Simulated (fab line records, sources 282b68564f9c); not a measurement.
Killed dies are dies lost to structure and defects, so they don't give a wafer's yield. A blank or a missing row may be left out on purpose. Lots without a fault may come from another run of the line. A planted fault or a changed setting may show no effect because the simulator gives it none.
Problem report in the 8D (eight disciplines) form, filled by code | flow rit_cmos | the parts of the form that need people (team, actions taken, sign-off) are left out

1. THE PROBLEM
killed_dies at RIT_M1_PROBE_99 reads a mean of 29 on 4 wafers of 3 lots; wafers without a fault read 7 with a standard deviation of 3.2. That is +6.8 standard deviations from the usual mean.
First seen on wafer L361.1, day 6 14:13, on prober-02. The record holds 45 wafers of 15 lots with a number at this step. Rule for "out", or "out of limits": more than 4 standard deviations from the usual mean. The other wafers with a number count as sound.

2. WHAT IT IS AND WHAT IT IS NOT
question                    | is                               | is not
which readings at this step | killed_dies, killed_at_front_end | killed_at_contacts, killed_short
which lots                  | L361, L363, L366                 | L348, L349, L351, L352, L353, L354, L356, L357, L359, L360, L364, L370
which wafers of those lots  | L361.1, L363.4, L366.1, L366.5   | L361.2, L361.5, L363.1, L363.3, L366.2
read on which tools         | prober-01, prober-02             | -
when                        | from day 6 14:13                 | up to then (30 sound wafers); but 11 sound wafers of L361, L363, L364, L366, L370 came after

3. SUSPECTS, AND WHAT RULES EACH OUT
Counting: a tool at a process step up to the reading stays a suspect if it ran every lot that is out. Sound lots after the first of them don't rule it out here, since some wafers of a struck lot are sound.
- plasma_asher-04 at RIT_NLDD_STRIP_09 (strips in O2, time 180 s): kept. It ran every lot that is out, first L361 (day 5 23:09); its last sound lot up to then is L359 (day 5 11:47).
- Within plasma_asher-04 at RIT_NLDD_STRIP_09: the wafers that are out ran in chamber 0; their sound lot-mates ran in chamber 1.
Left after counting: plasma_asher-04 at RIT_NLDD_STRIP_09.

4. THE CAUSE (what the simulator had put in)
Chamber particle source: plasma_asher-04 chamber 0, from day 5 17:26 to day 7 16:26, at RIT_NLDD_STRIP_09. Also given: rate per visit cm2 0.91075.
Counting left only this tool.

5. THE CHAIN OF EFFECTS, in route order
Each row: a reading whose mean over the struck wafers that have a number lies more than 3 standard deviations from the usual. Only readings for which the record gives a usual standard deviation are gone through. hours: the time from each lot's start at the first step in this table that gives one to its start at this step, as a median over the lots. sigmas: the change in usual standard deviations.
hours | step            | reading             | usual | on struck wafers | change | sigmas
0     | RIT_M1_PROBE_99 | killed_at_front_end | 7     | 28               | +22    | +6.7
0     | RIT_M1_PROBE_99 | killed_dies         | 7     | 29               | +22    | +6.8
0     | RIT_M1_PROBE_99 | killed_on_rim       | 2.0   | 10.0             | +8.0   | +5.3
The process steps in it:
- RIT_M1_PROBE_99

6. WHAT WOULD HAVE CAUGHT IT SOONER
In this record the first reading out of limits was taken at day 6 14:13, 21 hours after the fault began at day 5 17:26.
Of the tool readings at RIT_NLDD_STRIP_09 for which the record gives a usual standard deviation, none was out on any struck wafer, so an alarm limit of 4 standard deviations on them would not have fired.
Of the lots that are out (3), L366 began RIT_NLDD_STRIP_09 on plasma_asher-04 after day 6 14:13. A hold on the tool at that time would have spared it.
